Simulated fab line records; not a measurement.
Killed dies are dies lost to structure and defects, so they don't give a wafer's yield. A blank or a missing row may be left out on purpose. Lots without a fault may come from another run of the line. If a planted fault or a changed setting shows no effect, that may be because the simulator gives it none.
Lot-split experiment | flow berkeley_cmos170 | 23 wafers read across 5 lots, on a route 331 steps long

## ON THE SPLIT
At UCB170_SCREENOX_OXIDATION_01 (target thk 14.4 nm, ox time 2400 s), the setting ox_time_s was moved away from the recipe's 2400 s on 15 of the 23 wafers read, by -8.6% to -3.9%. The other wafers ran this setting at the recipe's value.

Reading taken at the split's own step.

## THE READING
SiO2_of_SCREENOX_OXIDATION_01.thk_nm (the simulator's own value, which no gauge read), in nm, at UCB170_SCREENOX_OXIDATION_01 (target thk 14.4 nm, ox time 2400 s). There is no usual value for it anywhere in the file. Average 14.43 nm, standard deviation 0.15 nm, over the 8 wafers here run with the recipe.

wafer  | tool, chamber at the split | ox_time_s as run, s | against the recipe | SiO2_of_SCREENOX_OXIDATION_01.thk_nm, nm | against lot-mates on the recipe
L075.1 | -, -                       | 2400                | recipe             | 14.38                                    | -
L075.2 | -, -                       | 2400                | recipe             | 14.35                                    | -
L075.3 | -, -                       | 2400                | recipe             | 14.29                                    | -
L075.5 | -, -                       | 2400                | recipe             | 14.46                                    | -
L075.6 | -, -                       | 2400                | recipe             | 14.18                                    | -
L076.1 | -, -                       | 2193                | -8.6%              | 13.47                                    | no lot-mate on the recipe
L076.2 | -, -                       | 2193                | -8.6%              | 13.59                                    | no lot-mate on the recipe
L076.3 | -, -                       | 2193                | -8.6%              | 13.7                                     | no lot-mate on the recipe
L076.4 | -, -                       | 2193                | -8.6%              | 13.64                                    | no lot-mate on the recipe
L076.5 | -, -                       | 2193                | -8.6%              | 13.9                                     | no lot-mate on the recipe
L077.1 | furnace-01, 0              | 2400                | recipe             | 14.56                                    | -
L077.2 | furnace-01, 0              | 2400                | recipe             | 14.57                                    | -
L077.3 | furnace-01, 0              | 2400                | recipe             | 14.63                                    | -
L082.2 | -, -                       | 2307                | -3.9%              | 14.06                                    | no lot-mate on the recipe
L082.3 | -, -                       | 2307                | -3.9%              | 13.86                                    | no lot-mate on the recipe
L082.4 | -, -                       | 2307                | -3.9%              | 13.86                                    | no lot-mate on the recipe
L082.5 | -, -                       | 2307                | -3.9%              | 14.25                                    | no lot-mate on the recipe
L082.6 | -, -                       | 2307                | -3.9%              | 13.99                                    | no lot-mate on the recipe
L083.1 | -, -                       | 2232                | -7.0%              | 13.53                                    | no lot-mate on the recipe
L083.2 | -, -                       | 2232                | -7.0%              | 13.21                                    | no lot-mate on the recipe
L083.3 | -, -                       | 2232                | -7.0%              | 13.24                                    | no lot-mate on the recipe
L083.4 | -, -                       | 2232                | -7.0%              | 13.57                                    | no lot-mate on the recipe
L083.6 | -, -                       | 2232                | -7.0%              | 13.51                                    | no lot-mate on the recipe

FIT RESULTS
A straight line over all 23 wafers: SiO2_of_SCREENOX_OXIDATION_01.thk_nm changes by +0.108 nm for each +1% of ox_time_s; r = +0.88; the points scatter about the line by 0.21 nm.
Too few moved wafers with a lot-mate on the recipe to fit a line net of each lot's own level.

## FILE'S OWN FIT
SiO2_of_SCREENOX_OXIDATION_01.thk_nm changes by +0.108 nm for each +1% of ox_time_s, r = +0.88.
